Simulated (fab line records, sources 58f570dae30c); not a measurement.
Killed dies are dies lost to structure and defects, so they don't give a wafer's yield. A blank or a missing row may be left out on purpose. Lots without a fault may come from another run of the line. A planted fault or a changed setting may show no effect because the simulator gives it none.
Which tool did it? | flow berkeley_cmos170 | 14 lots, 42 wafers sampled, at 5 steps of a route of 331

WHAT THE GAUGES READ, wafer by wafer
UCB170_ACTIVE_THK_MEAS_03.
lot  | measured    | on            | ACTIVE_OXIDE_THK (nm)
L589 | day 4 12:50 | film_metro-02 | 26.1 26.0 26.2
L590 | day 4 19:38 | film_metro-04 | 26.8 26.2 26.9
L593 | day 5 10:35 | film_metro-03 | 27.2 27.1 27.1
L594 | day 5 10:40 | film_metro-03 | 26.8 26.9 26.5
L600 | day 6 18:10 | film_metro-03 | 26.1 26.4 25.9
L602 | day 7 03:46 | film_metro-04 | 26.7 27.0 27.3
L603 | day 7 20:00 | film_metro-03 | 26.9 27.2 27.1
L605 | day 8 04:20 | film_metro-03 | 26.9 26.6 26.5
L606 | day 8 04:20 | film_metro-04 | 27.2 26.6 27.4
L604 | day 8 04:21 | film_metro-02 | 26.2 26.6 26.4
L607 | day 8 15:07 | film_metro-03 | 26.2 26.6 26.8
L609 | day 9 02:25 | film_metro-03 | 27.4 27.2 27.0
L608 | day 9 02:26 | film_metro-04 | 26.7 26.7 26.8
L610 | day 9 13:58 | film_metro-04 | 26.1 26.2 26.0

UCB170_M1_CD_MEAS_09: target cd 700 nm.
lot  | measured     | on        | cd_nm (nm)
L589 | day 8 15:44  | cd_sem-02 | 701.6 700.2 699.3
L590 | day 9 01:25  | cd_sem-01 | 701.8 700.1 702.5
L593 | day 9 20:27  | cd_sem-01 | 699.9 699.9 699.7
L594 | day 9 18:52  | cd_sem-02 | 700.9 700.9 700.8
L600 | day 10 16:44 | cd_sem-02 | 697.8 696.6 696.1
L602 | day 11 05:21 | cd_sem-01 | 697.2 698.0 698.1
L603 | day 11 19:30 | cd_sem-01 | 700.3 700.1 700.1
L605 | day 12 04:51 | cd_sem-02 | 698.5 698.9 699.2
L606 | day 12 05:40 | cd_sem-02 | 700.6 699.9 699.8
L604 | day 12 05:13 | cd_sem-01 | 701.8 701.3 702.2
L607 | day 12 11:50 | cd_sem-02 | 700.0 698.9 699.5
L609 | day 12 21:52 | cd_sem-02 | 701.0 702.3 701.8
L608 | day 12 21:35 | cd_sem-02 | 700.6 700.5 698.7
L610 | day 13 16:07 | cd_sem-01 | 702.5 703.0 704.0

UCB170_V1_CD_MEAS_12: target cd 700 nm.
lot  | measured     | on        | cd_nm (nm)
L589 | day 8 20:32  | cd_sem-01 | 702.1 701.7 702.0
L590 | day 9 08:34  | cd_sem-02 | 698.6 700.3 698.9
L593 | day 10 01:28 | cd_sem-01 | 699.4 700.5 699.5
L594 | day 10 00:17 | cd_sem-02 | 697.9 699.4 700.2
L600 | day 10 22:14 | cd_sem-01 | 722.9 722.4 723.0
L602 | day 11 10:16 | cd_sem-02 | 699.8 701.5 699.8
L603 | day 12 00:59 | cd_sem-01 | 725.6 725.0 725.3
L605 | day 12 10:50 | cd_sem-02 | 697.3 698.1 698.8
L606 | day 12 11:45 | cd_sem-01 | 700.1 700.7 700.8
L604 | day 12 11:30 | cd_sem-01 | 699.7 700.0 700.1
L607 | day 12 16:09 | cd_sem-01 | 700.3 699.8 700.5
L609 | day 13 05:14 | cd_sem-02 | 701.8 700.5 701.6
L608 | day 13 05:17 | cd_sem-01 | 700.8 699.9 698.5
L610 | day 13 19:50 | cd_sem-02 | 700.6 701.0 700.8

WHICH TOOL RAN EACH LOT (tool, then ch and the chambers of the sampled wafers, then the start)
lot  | UCB170_CONTACT_STRIP_19              | UCB170_V1_PEB_10
L589 | plasma_asher-04 ch 0,1, day 8 13:07  | litho_track-02 ch 0, day 8 20:16
L590 | plasma_asher-04 ch 0,1, day 8 23:56  | litho_track-02 ch 0, day 9 08:17
L593 | plasma_asher-04 ch 0,1, day 9 18:50  | litho_track-03 ch 0, day 10 01:11
L594 | plasma_asher-01 ch 0,1, day 9 16:07  | litho_track-03 ch 0, day 10 00:02
L600 | plasma_asher-02 ch 1, day 10 15:06   | litho_track-02 ch 0, day 10 21:58
L602 | plasma_asher-01 ch 1, day 11 03:28   | litho_track-01 ch 0, day 11 09:59
L603 | plasma_asher-02 ch 0,1, day 11 17:30 | litho_track-02 ch 0, day 12 00:43
L605 | plasma_asher-02 ch 0,1, day 12 03:22 | litho_track-01 ch 0, day 12 10:34
L606 | plasma_asher-01 ch 0,1, day 12 03:49 | litho_track-03 ch 0, day 12 11:29
L604 | plasma_asher-04 ch 0,1, day 12 03:31 | litho_track-03 ch 0, day 12 11:14
L607 | plasma_asher-04 ch 0,1, day 12 09:05 | litho_track-01 ch 0, day 12 15:52
L609 | plasma_asher-04 ch 0,1, day 12 19:59 | litho_track-01 ch 0, day 13 04:58
L608 | plasma_asher-02 ch 0,1, day 12 19:37 | litho_track-03 ch 0, day 13 05:01
L610 | plasma_asher-01 ch 0,1, day 13 14:29 | litho_track-03 ch 0, day 13 19:34
- UCB170_CONTACT_STRIP_19: strips in O2.
- UCB170_V1_PEB_10

WHAT THE TOOLS THEMSELVES READ (means of the sampled wafers that have a number; where no wafer has one, the mark that the record gives instead)
UCB170_CONTACT_STRIP_19.
lot  | tool            | chamber_pressure_mTorr (mTorr) | drypump_motor_current_A (A) | oes_product_au (a.u.)
L589 | plasma_asher-04 | 3501.9                         | 5.6                         | 0.724
L590 | plasma_asher-04 | 3503.7                         | 5.6                         | 0.728
L593 | plasma_asher-04 | 3498.5                         | 5.5                         | 0.732
L594 | plasma_asher-01 | 3498.6                         | 5.5                         | 0.726
L600 | plasma_asher-02 | 3500.3                         | 5.3                         | 0.721
L602 | plasma_asher-01 | 3498.3                         | 5.8                         | 0.732
L603 | plasma_asher-02 | 3500.0                         | 5.5                         | 0.730
L605 | plasma_asher-02 | 3499.5                         | 5.5                         | 0.726
L606 | plasma_asher-01 | 3498.2                         | 5.5                         | 0.726
L604 | plasma_asher-04 | 3499.5                         | 5.6                         | 0.729
L607 | plasma_asher-04 | 3500.7                         | 5.5                         | 0.725
L609 | plasma_asher-04 | 3501.2                         | 5.5                         | 0.727
L608 | plasma_asher-02 | 3499.3                         | 5.7                         | 0.720
L610 | plasma_asher-01 | 3498.4                         | 5.3                         | 0.722

UCB170_V1_PEB_10.
lot  | tool           | heater_power_total_W (W) | plate_temp_C (C)
L589 | litho_track-02 | 56.82                    | 130.09
L590 | litho_track-02 | 56.81                    | 130.01
L593 | litho_track-03 | 56.78                    | 130.07
L594 | litho_track-03 | 56.74                    | 129.96
L600 | litho_track-02 | 59.46                    | 134.60
L602 | litho_track-01 | 56.83                    | 130.00
L603 | litho_track-02 | 59.51                    | 134.46
L605 | litho_track-01 | 56.74                    | 130.17
L606 | litho_track-03 | 56.79                    | 130.06
L604 | litho_track-03 | 56.80                    | 129.89
L607 | litho_track-01 | 56.79                    | 130.19
L609 | litho_track-01 | 56.82                    | 129.96
L608 | litho_track-03 | 56.77                    | 130.10
L610 | litho_track-03 | 56.81                    | 129.98

THE ANSWER, worked out from the rows above alone
Rule: what is usual is taken from the lots themselves. Put in order of their means at a reading, lots are off if they are a third of the lots or fewer, leave a main group of 4 or more, and stand apart from it by a gap of 3 or more times the standard deviation of the main group's means; of several such gaps the widest counts. A main group whose means are all the same, to the digits that the tables above print for the reading, isn't used. A lot without any number at a reading at which 4 lots or more have one is off too. The other lots that the step has rows for count as sound. The gauges are gone through in route order, then the tools' own readings, and for those a lot's mean is taken as printed above. The first step at which some lot is off is used, and at that step the reading that is off furthest; a lot without a number counts as furthest.
Off: L600, L603, at UCB170_V1_CD_MEAS_12 (cd_nm). The main group: mean 700.1 nm, standard deviation 0.98.
A tool fits if, at a process step before that reading, it ran every lot that is off, and no sound lot after the first of them. The gauges at UCB170_V1_CD_MEAS_12 aren't tried: what is off there is off at UCB170_V1_PEB_10 too, on other tools, and a gauge's error can't cause that. One fits: litho_track-02 at UCB170_V1_PEB_10. Its last sound lot is L590 (day 9 08:17), its first lot that is off L600 (day 10 21:58): a fault that began between those two fits.
The tool's own readings at UCB170_V1_PEB_10 bear it out: on the lots that are off they differ by more than 5 times the standard deviation of the sound lots' means. heater_power_total_W reads 59.48 W there against 56.79 W on the sound lots; plate_temp_C reads 134.53 C there against 130.04 C on the sound lots.

WHAT THE SIMULATOR HAD PUT IN
Process parameter drift: litho_track-02, from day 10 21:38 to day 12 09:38, at UCB170_V1_PEB_10. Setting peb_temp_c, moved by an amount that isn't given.
Lots struck among those shown: L600, L603. The rule above found the same.
